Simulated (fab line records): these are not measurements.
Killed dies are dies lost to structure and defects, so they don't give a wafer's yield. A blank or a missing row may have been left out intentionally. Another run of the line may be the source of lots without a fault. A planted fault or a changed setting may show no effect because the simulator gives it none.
Problem report, 8D (eight disciplines) form, completed by code ; flow berkeleyCmos170 ; the parts of the form that need people (team, actions taken, sign-off) are left out

## 1. WHAT WENT WRONG
Mean NVT_TW at UCB170_NVT_TW_MEAS_09: 586 over 6 wafers in 2 lots; fault-free wafers: 521, standard deviation 4.4. That puts it +15 standard deviations away from the usual mean.
Seen first at day 9 22:54 on filmMetro-02, wafer L573.1. The record has a number at this step for 42 wafers belonging to 14 lots. By rule, "out" or "out of limits" means more than 4 standard deviations away from the usual mean. Any other wafer with a number is counted as sound.

## 2. WHAT IT IS, AND WHAT IT ISN'T
question;is;is not
which readings at this step;NVT_TW;-
which lots;L573, L576;L553, L554, L555, L557, L558, L559, L560, L561, L562, L563, L564, L566
which wafers of those lots;all that have a number;-
read on which gauges;filmMetro-02;filmMetro-01, filmMetro-04
when;from day 9 22:54;up to then (36 sound wafers)

## 3. SUSPECTS, AND WHAT RULES EACH OUT
Counting: a tool stays on the suspect list if, at a process step up to the reading, it processed all lots that are out and no sound lot following the first of them.
- ruled out: the gauge at UCB170_NVT_TW_MEAS_09. All the wafers that are out were read on filmMetro-02, but those of them that UCB170_NVT_IMPLANT_07 has rows for are out there too, on other tools.
- implanter-02 at UCB170_NVT_IMPLANT_07: kept. Every lot that is out went through it, starting with L573 (day 9 22:39), and after that it ran no sound lot; the last sound lot it ran before then is L562 (day 7 16:08). Its own doseIonsCm2, faradayCurrentUA readings are out on those wafers.
The count leaves implanter-02 at UCB170_NVT_IMPLANT_07.

## 4. THE CAUSE (what the simulator had put in)
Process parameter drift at UCB170_NVT_IMPLANT_07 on implanter-02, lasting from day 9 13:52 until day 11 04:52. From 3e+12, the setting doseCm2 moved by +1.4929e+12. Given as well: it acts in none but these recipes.
Only this tool survived the counting.

## 5. THE EFFECT CHAIN, in route order
Each row: a reading where the mean over the struck wafers with a number is more than 3 standard deviations away from the usual. Only readings for which the record gives a usual standard deviation are gone through. hours: the time from each lot's start at the first step in this table that gives one to its start at this step, as a median over the lots. sigmas: the change in usual standard deviations.
hours;step;reading;usual;on struck wafers;change;sigmas
0;UCB170_NVT_IMPLANT_07;doseIonsCm2;3e+12;4e+12;+1e+12;+99 or more
0;UCB170_NVT_IMPLANT_07;faradayCurrentUA;9.51;14.34;+4.83;+25
0;UCB170_NVT_TW_MEAS_09;NVT_TW;521;586;+65;+15
Its process steps:
- UCB170_NVT_IMPLANT_07

## 6. WHAT WOULD HAVE CAUGHT IT SOONER
The first out-of-limits reading at a measuring or inspecting step in this record came at day 9 22:54, 9 hours after the fault's start at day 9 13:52.
The tool's own readings at UCB170_NVT_IMPLANT_07 were out on every struck wafer that the step has a row for (doseIonsCm2, faradayCurrentUA): an alarm limit on them would have fired on the first of those.
Of the lots that are out (2), L576 began UCB170_NVT_IMPLANT_07 on implanter-02 after day 9 22:54. A hold on the tool at that time would have spared it.
